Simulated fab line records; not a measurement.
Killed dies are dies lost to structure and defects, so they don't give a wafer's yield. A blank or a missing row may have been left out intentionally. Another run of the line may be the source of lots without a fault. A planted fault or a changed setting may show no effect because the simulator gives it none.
Chamber matching | flow berkeley_cmos170 | UCB170_V1_ETCH_14 on rie_diel-01: 4 sister chambers
The step etches SiO2 in CHF3/CF4/Ar, stops on Al, target depth 1250 nm, time 291 s. 4 wafers are shown with their chamber, then 7 later ones without.

## WAFERS, EACH WITH ITS CHAMBER
wafer  | chamber | drypump_motor_current_A (A)
L992.2 | 1       | 6.02
L992.5 | 2       | 6.01
L995.4 | 3       | 5.54
L995.5 | 0       | 5.35

## WAFERS WITHOUT THEIR CHAMBER
wafer  | drypump_motor_current_A (A)
L995.6 | 6.01
L997.1 | 5.54
L997.4 | 6.02
L997.5 | 5.36
L996.1 | 6.03
L996.2 | 5.54
L996.5 | 6.00

## EACH ONE'S CHAMBER
wafer  | from the rows above     | in truth
L995.6 | can't be placed: 2 or 1 | 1
L997.1 | 3                       | 3
L997.4 | can't be placed: 1 or 2 | 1
L997.5 | 0                       | 0
L996.1 | can't be placed: 1 or 2 | 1
L996.2 | 3                       | 3
L996.5 | can't be placed: 2 or 1 | 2
3 of 7 placed correctly. Can't be placed from these rows: 4 (the true chamber is among the candidates in 4). Placed wrongly: 0.
How it was worked out, from the rows above alone: a wafer's distance from a chamber is the root of the sum, over the readings, of the square of ((its reading less the chamber's mean) divided by the reading's scatter). The wafer belongs to the nearest chamber; if the next one is less than 2 further off, it can't be placed. The mean given for a chamber averages the wafers shown for that chamber. The scatter: with one shown wafer a chamber, the root of the mean of the squares of how far each hidden wafer lies from its nearest shown one.
